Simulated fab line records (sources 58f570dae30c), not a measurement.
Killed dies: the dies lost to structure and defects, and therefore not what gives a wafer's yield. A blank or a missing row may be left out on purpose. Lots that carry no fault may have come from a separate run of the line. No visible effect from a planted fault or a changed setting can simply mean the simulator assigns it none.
Which tool did it? -- flow berkeley_cmos170 -- 45 wafers from 15 lots sampled at 6 of the route's 331 steps

WHAT THE GAUGES READ, wafer by wafer
UCB170_GATE_CD_MEAS_90 targets a cd of 350 nm. Usual: cd_nm at 350.2 nm, with a standard deviation of 1.8.
lot,measured,on,cd_nm (nm),flag
L586,day 6 00:57,cd_sem-01,348.0 348.1 349.4,
L587,day 6 12:57,cd_sem-01,347.7 348.6 346.4,
L588,day 6 12:43,cd_sem-01,353.6 352.7 351.4,
L589,day 6 20:11,cd_sem-01,351.6 351.6 350.9,
L590,day 6 19:52,cd_sem-02,349.5 351.5 351.9,
L591,day 7 08:59,cd_sem-02,350.6 349.9 349.1,
L592,day 7 09:14,cd_sem-02,350.9 350.4 351.0,
L593,day 7 22:33,cd_sem-02,350.5 351.4 348.7,
L594,day 7 22:25,cd_sem-01,351.6 352.4 352.4,
L595,day 7 22:10,cd_sem-01,350.7 349.4 348.8,
L596,day 8 10:32,cd_sem-01,353.0 350.2 353.6,
L597,day 8 10:52,cd_sem-01,352.2 351.6 353.0,
L598,day 8 11:05,cd_sem-02,348.1 347.1 346.8,
L605,day 9 18:23,cd_sem-02,346.5 346.0 346.7,
L608,day 10 19:39,cd_sem-01,350.3 347.8 348.9,

UCB170_NSD_TW_MEAS_10. Usual: NSD_TW gives 4162 (standard deviation 32).
lot,measured,on,NSD_TW,flag
L586,day 6 15:53,film_metro-03,4126 4130 4128,
L587,day 7 01:23,film_metro-01,4173 4167 4165,
L588,day 7 01:01,film_metro-03,4137 4117 4120,
L589,day 7 10:47,film_metro-03,4122 4142 4118,
L590,day 7 10:29,film_metro-01,4175 4181 4185,
L591,day 8 00:43,film_metro-02,4187 4188 4208,
L592,day 8 01:11,film_metro-01,4402 4388 4373,OFF
L593,day 8 10:16,film_metro-01,4162 4172 4167,
L594,day 8 10:47,film_metro-03,4347 4345 4354,OFF
L595,day 8 09:41,film_metro-01,4175 4188 4177,
L596,day 9 02:34,film_metro-02,4171 4214 4172,
L597,day 9 03:02,film_metro-03,4131 4147 4129,
L598,day 9 03:05,film_metro-03,4328 4324 4352,OFF
L605,day 10 07:07,film_metro-02,4217 4183 4198,
L608,day 11 14:02,film_metro-03,4110 4107 4139,

UCB170_SDANNEAL_RS_MEAS_03: the measuring method here is four-point-probe. Usual: NSD_RS gives 37.28 ohm/sq (standard deviation 0.12).
lot,measured,on,NSD_RS (ohm/sq),flag
L586,day 6 17:26,film_metro-02,37.24 37.39 37.28,
L587,day 7 02:37,film_metro-01,37.41 37.22 37.28,
L588,day 7 02:15,film_metro-02,37.14 37.02 37.07,
L589,day 7 12:14,film_metro-01,37.33 37.29 37.18,
L590,day 7 11:47,film_metro-02,37.32 37.40 37.31,
L591,day 8 01:57,film_metro-03,37.38 37.29 37.35,
L592,day 8 02:38,film_metro-02,30.20 30.23 30.22,OFF
L593,day 8 11:50,film_metro-01,37.30 37.28 37.20,
L594,day 8 12:11,film_metro-03,30.28 30.21 30.25,OFF
L595,day 8 11:32,film_metro-02,37.11 37.15 37.13,
L596,day 9 04:01,film_metro-03,37.41 37.20 37.35,
L597,day 9 04:32,film_metro-03,37.25 37.28 37.27,
L598,day 9 04:20,film_metro-02,30.19 30.13 30.24,OFF
L605,day 10 08:20,film_metro-01,37.34 37.30 37.25,
L608,day 11 16:53,film_metro-03,37.39 37.37 37.39,

WHAT TOOL EACH LOT RAN ON (gives the tool, then ch and the chambers of the sampled wafers, and finally the start)
lot,UCB170_ZERO_STRIP_07,UCB170_NSD_IMPLANT_08,UCB170_NSD_STRIP_09
L586,"plasma_asher-01 ch 0,1, day 1 18:22","implanter-02 ch 0, day 6 15:40","plasma_asher-04 ch 0,1, day 6 15:47"
L587,"plasma_asher-03 ch 0,1, day 1 22:52","implanter-03 ch 0, day 7 01:08","plasma_asher-02 ch 0,1, day 7 01:17"
L588,"plasma_asher-04 ch 0,1, day 2 05:55","implanter-03 ch 0, day 7 00:48","plasma_asher-03 ch 0,1, day 7 00:56"
L589,"plasma_asher-04 ch 0,1, day 2 08:56","implanter-02 ch 0, day 7 10:34","plasma_asher-03 ch 0,1, day 7 10:41"
L590,"plasma_asher-01 ch 0,1, day 2 15:32","implanter-03 ch 0, day 7 10:14","plasma_asher-02 ch 0,1, day 7 10:23"
L591,"plasma_asher-03 ch 0,1, day 2 19:47","implanter-03 ch 0, day 8 00:28","plasma_asher-03 ch 0,1, day 8 00:37"
L592,"plasma_asher-03 ch 0,1, day 3 00:37","implanter-04 ch 0, day 8 00:37","plasma_asher-02 ch 0,1, day 8 01:05"
L593,"plasma_asher-01 ch 0, day 3 07:14","implanter-03 ch 0, day 8 10:02","plasma_asher-04 ch 0,1, day 8 10:09"
L594,"plasma_asher-04 ch 0,1, day 3 12:49","implanter-02 ch 0, day 8 10:06","plasma_asher-03 ch 0,1, day 8 10:40"
L595,"plasma_asher-04 ch 1, day 3 17:49","implanter-02 ch 0, day 8 09:17","plasma_asher-02 ch 0,1, day 8 09:35"
L596,"plasma_asher-04 ch 0, day 4 00:35","implanter-03 ch 0, day 9 02:19","plasma_asher-04 ch 0,1, day 9 02:28"
L597,"plasma_asher-01 ch 0,1, day 4 05:56","implanter-03 ch 0, day 9 02:49","plasma_asher-03 ch 0,1, day 9 02:57"
L598,"plasma_asher-04 ch 0,1, day 4 11:14","implanter-04 ch 0, day 9 02:29","plasma_asher-02 ch 0,1, day 9 02:58"
L605,"plasma_asher-03 ch 0,1, day 5 19:14","implanter-02 ch 0, day 10 06:52","plasma_asher-02 ch 1, day 10 07:01"
L608,"plasma_asher-03 ch 0, day 6 10:59","implanter-03 ch 0, day 11 13:48","plasma_asher-04 ch 0, day 11 13:55"
- UCB170_ZERO_STRIP_07: strips in O2.
- UCB170_NSD_IMPLANT_08
- UCB170_NSD_STRIP_09: strips in O2.

AS READ BY THE TOOLS THEMSELVES (means over the sampled wafers that have a number; for cases with no such wafer, the mark the record gives instead)
UCB170_ZERO_STRIP_07. Usual: drypump_motor_current_A 5.7 A, standard deviation 0.52; oes_product_au 0.728 a.u., standard deviation 0.0044; strip_time_to_endpoint_s 21.47 s, standard deviation 0.064.
lot,tool,drypump_motor_current_A (A),oes_product_au (a.u.),strip_time_to_endpoint_s (s),flag
L586,plasma_asher-01,5.2,0.732,21.41,
L587,plasma_asher-03,5.7,0.723,21.42,
L588,plasma_asher-04,6.2,0.728,21.46,
L589,plasma_asher-04,6.2,0.728,21.45,
L590,plasma_asher-01,5.5,0.728,21.52,
L591,plasma_asher-03,5.7,0.731,21.51,
L592,plasma_asher-03,5.4,0.727,21.61,
L593,plasma_asher-01,5.9,0.727,21.40,
L594,plasma_asher-04,6.2,0.726,21.42,
L595,plasma_asher-04,6.1,0.728,21.50,
L596,plasma_asher-04,6.3,0.728,21.51,
L597,plasma_asher-01,5.2,0.727,21.51,
L598,plasma_asher-04,6.1,0.725,21.43,
L605,plasma_asher-03,5.7,0.730,21.52,
L608,plasma_asher-03,6.0,0.729,21.43,

UCB170_NSD_STRIP_09. Usual: drypump_motor_current_A 5.6 A, standard deviation 0.43; oes_product_au 0.533 a.u., standard deviation 0.0046; strip_time_to_endpoint_s 35.80 s, standard deviation 0.061.
lot,tool,drypump_motor_current_A (A),oes_product_au (a.u.),strip_time_to_endpoint_s (s),flag
L586,plasma_asher-04,6.2,0.531,35.79,
L587,plasma_asher-02,5.3,0.532,35.79,
L588,plasma_asher-03,5.4,0.533,35.89,
L589,plasma_asher-03,5.7,0.537,35.82,
L590,plasma_asher-02,5.3,0.529,35.75,
L591,plasma_asher-03,5.7,0.529,35.88,
L592,plasma_asher-02,5.3,0.484,42.76,OFF
L593,plasma_asher-04,6.2,0.532,35.76,
L594,plasma_asher-03,5.4,0.483,42.81,OFF
L595,plasma_asher-02,5.2,0.532,35.84,
L596,plasma_asher-04,6.1,0.534,35.72,
L597,plasma_asher-03,5.4,0.532,35.91,
L598,plasma_asher-02,5.3,0.487,42.77,OFF
L605,plasma_asher-02,5.4,0.530,35.78,
L608,plasma_asher-04,6.3,0.535,35.73,

THE ANSWER, worked out from the rows above alone
Rule: take the mean of a lot's wafers that have a number; if it is more than 3 standard deviations from the usual mean, the lot is off. Also off: a lot with no number at a reading for which 4 or more lots have one. Any other lot the step has rows for is counted as sound. Order of review: gauges by route order, followed by the tools' own readings, for which a lot's mean as printed above is used. The first step at which some lot is off is used, and at that step the reading that is off furthest; a lot without a number counts as furthest.
Off: L592, L594, L598, at UCB170_NSD_TW_MEAS_10 (NSD_TW).
If a tool, at a process step before that reading, ran all the lots that are off and no sound lot after the first of them, it fits. The gauges at UCB170_NSD_TW_MEAS_10 aren't tried: what is off there is off at UCB170_NSD_STRIP_09 too, on other tools, and a gauge's error can't cause that. No candidate that was tried fits.

WHAT THE SIMULATOR HAD PUT IN
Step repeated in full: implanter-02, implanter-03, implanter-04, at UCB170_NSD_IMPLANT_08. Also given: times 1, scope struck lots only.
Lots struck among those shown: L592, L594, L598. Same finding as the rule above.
